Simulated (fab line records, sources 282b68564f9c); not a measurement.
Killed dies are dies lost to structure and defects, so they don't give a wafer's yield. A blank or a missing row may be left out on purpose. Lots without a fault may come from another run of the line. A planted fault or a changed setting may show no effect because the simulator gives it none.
One fault seen from 2 desks | flow rit_cmos | each desk has only its own numbers; what lay behind them comes last

THE TOOL OWNER'S DESK: pecvd-04
The tool's own readings at RIT_CONTACT_CVD_00 (deposits SiO2 from TEOS, target thk 400 nm, time 61 s): means of the sampled wafers that have a number, for each lot that ran on this tool. A lot is out of limits, marked OUT, if its mean lies more than 4 standard deviations from the usual mean; the brackets give that distance.
Columns: A = heater_power_w at RIT_CONTACT_CVD_00, usual 308 W; B = susceptor_temp_C at RIT_CONTACT_CVD_00, usual 390.02 C
lot  | first seen here | A   | B
L522 | day 3 03:03     | 318 | 390.04
L525 | day 3 19:51     | 313 | 390.21
L528 | day 4 09:01     | 325 | 390.07
L531 | day 5 04:47     | 345 | 389.97
L534 | day 5 18:32     | 287 | 389.95
L540 | day 7 02:09     | 323 | 389.75
L543 | day 7 14:20     | 338 | 390.10
This desk's finding: nothing out of limits on any of the 7 lots.

THE METROLOGY DESK
What the gauges read, lot by lot, whatever tool the lot ran on: means of the sampled wafers that have a number. A lot is out of limits, marked OUT, if its mean lies more than 4 standard deviations from the usual mean; the brackets give that distance.
Columns: A = CONTACT_TEOS_THK at RIT_CONTACT_THK_MEAS_01, usual 400 nm
lot  | first seen here | A
L522 | day 3 03:06     | 405
L525 | day 3 19:55     | 398
L526 | day 3 23:46     | 394
L528 | day 4 09:05     | 406
L531 | day 5 04:50     | 400
L533 | day 5 14:50     | 400
L532 | day 5 17:26     | 405
L534 | day 5 18:36     | 401
L536 | day 6 11:15     | 406
L540 | day 7 02:14     | 512 (+20) OUT
L542 | day 7 10:14     | 398
L543 | day 7 14:24     | 461 (+11) OUT
L544 | day 7 18:00     | 401
L545 | day 7 22:19     | 400
This desk's finding: out of limits on L540, L543; first on L540, day 7 02:14 (CONTACT_TEOS_THK at RIT_CONTACT_THK_MEAS_01). In limits: L522, L525, L526, L528, L531, L533, L532, L534, L536, L542, L544, L545.

PUT TOGETHER
The metrology desk could have raised an alarm at day 7 02:14, on L540, L543.
The tool owner's desk saw nothing out of limits.
The tool owner's desk has L540, L543 on record, within its limits.
Of the lots named, all ran RIT_CONTACT_CVD_00 on pecvd-04.

WHAT THE SIMULATOR HAD PUT IN
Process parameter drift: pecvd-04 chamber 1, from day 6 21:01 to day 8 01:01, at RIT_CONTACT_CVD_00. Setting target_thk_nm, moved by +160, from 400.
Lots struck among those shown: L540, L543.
Hours from the fault's start to each desk's first reading out of limits: the metrology desk, 5.
